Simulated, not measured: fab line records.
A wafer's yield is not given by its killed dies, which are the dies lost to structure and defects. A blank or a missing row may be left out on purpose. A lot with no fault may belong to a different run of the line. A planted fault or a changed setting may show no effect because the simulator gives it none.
Which tool was responsible? + flow berkeleyCmos170 + Sampling: 14 lots, 42 wafers, 4 of 331 route steps

## WHAT EACH GAUGE READ, for each wafer
UCB170_START_THK_MEAS_03. Usual: START_OXIDE_THK typically reads 20.1 nm, with standard deviation 0.35.
| lot  | measured    | on           | START_OXIDE_THK (nm) | flag |
|------|-------------|--------------|----------------------|------|
| L363 | day 1 17:04 | filmMetro-02 | 19.6 19.6 19.5       |      |
| L368 | day 2 12:50 | filmMetro-02 | 19.3 19.4 19.6       |      |
| L369 | day 2 23:54 | filmMetro-01 | 20.3 20.0 20.0       |      |
| L370 | day 2 23:55 | filmMetro-02 | 20.1 20.0 20.1       |      |
| L372 | day 3 11:22 | filmMetro-01 | 20.2 20.0 20.0       |      |
| L373 | day 3 17:14 | filmMetro-01 | 20.2 19.9 20.2       |      |
| L374 | day 3 23:04 | filmMetro-01 | 20.0 19.7 20.0       |      |
| L376 | day 4 08:25 | filmMetro-01 | 20.9 21.0 20.8       |      |
| L380 | day 5 04:52 | filmMetro-02 | 20.0 19.9 20.2       |      |
| L382 | day 5 16:28 | filmMetro-02 | 20.0 20.0 19.9       |      |
| L383 | day 5 16:28 | filmMetro-01 | 19.8 19.6 19.7       |      |
| L384 | day 6 01:33 | filmMetro-01 | 20.1 20.5 20.3       |      |
| L385 | day 6 07:29 | filmMetro-01 | 20.6 20.6 20.7       |      |
| L386 | day 6 07:32 | filmMetro-02 | 20.0 20.2 20.1       |      |

UCB170_NWELL_THK_MEAS_02. Usual: NWELL_OXIDE_THK typically reads 24.3 nm, with standard deviation 0.5.
| lot  | measured    | on           | NWELL_OXIDE_THK (nm) | flag |
|------|-------------|--------------|----------------------|------|
| L363 | day 2 09:52 | filmMetro-01 | 23.9 23.3 23.4       |      |
| L368 | day 2 22:30 | filmMetro-03 | 25.3 25.2 25.5       |      |
| L369 | day 3 09:52 | filmMetro-01 | 23.7 24.0 23.4       |      |
| L370 | day 3 09:53 | filmMetro-02 | 24.8 24.3 24.8       |      |
| L372 | day 4 00:27 | filmMetro-03 | 24.1 23.4 24.4       |      |
| L373 | day 4 08:01 | filmMetro-03 | 23.5 23.7 23.6       |      |
| L374 | day 4 17:06 | filmMetro-02 | 24.3 24.6 24.4       |      |
| L376 | day 5 02:05 | filmMetro-01 | 24.4 23.8 23.9       |      |
| L380 | day 5 19:34 | filmMetro-01 | 24.7 25.1 25.1       |      |
| L382 | day 6 03:40 | filmMetro-03 | 24.4 24.4 24.2       |      |
| L383 | day 6 03:40 | filmMetro-02 | 24.8 24.7 24.7       |      |
| L384 | day 6 13:17 | filmMetro-03 | 25.1 24.8 25.4       |      |
| L385 | day 6 21:58 | filmMetro-02 | 24.3 24.3 23.8       |      |
| L386 | day 6 21:59 | filmMetro-01 | 24.3 24.5 24.2       |      |

UCB170_ACTIVE_THK_MEAS_03. Usual: ACTIVE_OXIDE_THK typically reads 26.4 nm, with standard deviation 0.41.
| lot  | measured    | on           | ACTIVE_OXIDE_THK (nm) | flag |
|------|-------------|--------------|-----------------------|------|
| L363 | day 4 23:13 | filmMetro-02 | 26.9 26.6 27.0        |      |
| L368 | day 5 12:13 | filmMetro-02 | 27.1 26.9 26.8        |      |
| L369 | day 5 20:53 | filmMetro-02 | 26.8 26.9 26.8        |      |
| L370 | day 5 20:54 | filmMetro-01 | 26.2 26.0 26.0        |      |
| L372 | day 6 10:36 | filmMetro-01 | 25.6 25.7 25.8        |      |
| L373 | day 6 16:51 | filmMetro-01 | 26.9 26.6 26.7        |      |
| L380 | day 8 04:59 | filmMetro-02 | 26.2 26.2 26.1        |      |
| L382 | day 8 19:53 | filmMetro-02 | 26.0 26.4 25.7        |      |
| L383 | day 8 19:53 | filmMetro-01 | 25.9 26.2 26.3        |      |
| L384 | day 8 19:53 | filmMetro-04 | 26.5 26.8 26.4        |      |
| L385 | day 9 06:02 | filmMetro-01 | 26.5 26.4 26.5        |      |
| L386 | day 9 06:03 | filmMetro-04 | 26.5 26.4 26.2        |      |

## TOOL THAT RAN EACH LOT (tool first, then ch and the chambers of the sampled wafers, then the start)
| lot  | UCB170_PWELL_PEB_11             |
|------|---------------------------------|
| L363 | lithoTrack-04 ch 0, day 3 17:00 |
| L368 | lithoTrack-01 ch 0, day 4 04:23 |
| L369 | lithoTrack-01 ch 0, day 4 22:14 |
| L370 | lithoTrack-03 ch 0, day 4 22:29 |
| L372 | lithoTrack-04 ch 0, day 5 10:43 |
| L373 | lithoTrack-03 ch 0, day 5 17:06 |
| L374 | lithoTrack-01, day 6 03:44      |
| L376 | lithoTrack-03, day 6 03:58      |
| L380 | lithoTrack-01 ch 0, day 7 03:20 |
| L382 | lithoTrack-03 ch 0, day 7 11:19 |
| L383 | lithoTrack-04 ch 0, day 7 11:16 |
| L384 | lithoTrack-01 ch 0, day 7 22:04 |
| L385 | lithoTrack-01 ch 0, day 8 08:39 |
| L386 | lithoTrack-03 ch 0, day 8 08:04 |
- UCB170_PWELL_PEB_11

## WHAT THE TOOLS THEMSELVES READ (means of the sampled wafers that have a number; where no wafer has one, the mark that the record gives instead)
UCB170_PWELL_PEB_11. Usual: chillPlateTempC 23.01 C, standard deviation 0.11; exhaustPa 44.8 Pa, standard deviation 0.95; heaterPowerTotalW 56.80 W, standard deviation 0.044; plateTempC 129.97 C, standard deviation 0.13.
| lot  | tool          | chillPlateTempC (C) | exhaustPa (Pa) | heaterPowerTotalW (W) | plateTempC (C) | flag |
|------|---------------|---------------------|----------------|-----------------------|----------------|------|
| L363 | lithoTrack-04 | 23.04               | 44.3           | 56.78                 | 129.76         |      |
| L368 | lithoTrack-01 | 22.97               | 44.4           | 56.83                 | 130.03         |      |
| L369 | lithoTrack-01 | 23.04               | 44.4           | 56.81                 | 130.00         |      |
| L370 | lithoTrack-03 | 23.11               | 44.5           | 56.79                 | 129.95         |      |
| L372 | lithoTrack-04 | 22.94               | 45.1           | 56.85                 | 130.13         |      |
| L373 | lithoTrack-03 | 23.04               | 45.2           | 56.78                 | 129.81         |      |
| L374 | lithoTrack-01 | -                   | -              | -                     | -              | OFF  |
| L376 | lithoTrack-03 | -                   | -              | -                     | -              | OFF  |
| L380 | lithoTrack-01 | 22.85               | 44.6           | 56.80                 | 130.00         |      |
| L382 | lithoTrack-03 | 22.95               | 46.0           | 56.83                 | 129.80         |      |
| L383 | lithoTrack-04 | 22.99               | 44.6           | 56.75                 | 130.03         |      |
| L384 | lithoTrack-01 | 23.11               | 44.2           | 56.82                 | 130.08         |      |
| L385 | lithoTrack-01 | 23.00               | 43.7           | 56.80                 | 129.88         |      |
| L386 | lithoTrack-03 | 22.91               | 44.8           | 56.76                 | 129.91         |      |

## THE ANSWER, worked out from the rows above alone
Rule: a lot is off if the mean of its wafers that have a number lies more than 3 standard deviations from the usual mean. A lot without any number at a reading at which 4 lots or more have one is off too. Where the step has rows for the other lots, those lots are counted as sound. Order of review: gauges by route order, followed by the tools' own readings, for which a lot's mean as printed above is used. The first step at which some lot is off is used, and at that step the reading that is off furthest; a lot without a number counts as furthest.
Off at UCB170_PWELL_PEB_11 (chillPlateTempC): L374, L376. Without a number there: L374, L376.
A tool fits if, at that step or a process step before it, it ran every lot that is off, and no sound lot after the first of them. Not one of the candidates tried fits.

## WHAT THE SIMULATOR HAD INSERTED
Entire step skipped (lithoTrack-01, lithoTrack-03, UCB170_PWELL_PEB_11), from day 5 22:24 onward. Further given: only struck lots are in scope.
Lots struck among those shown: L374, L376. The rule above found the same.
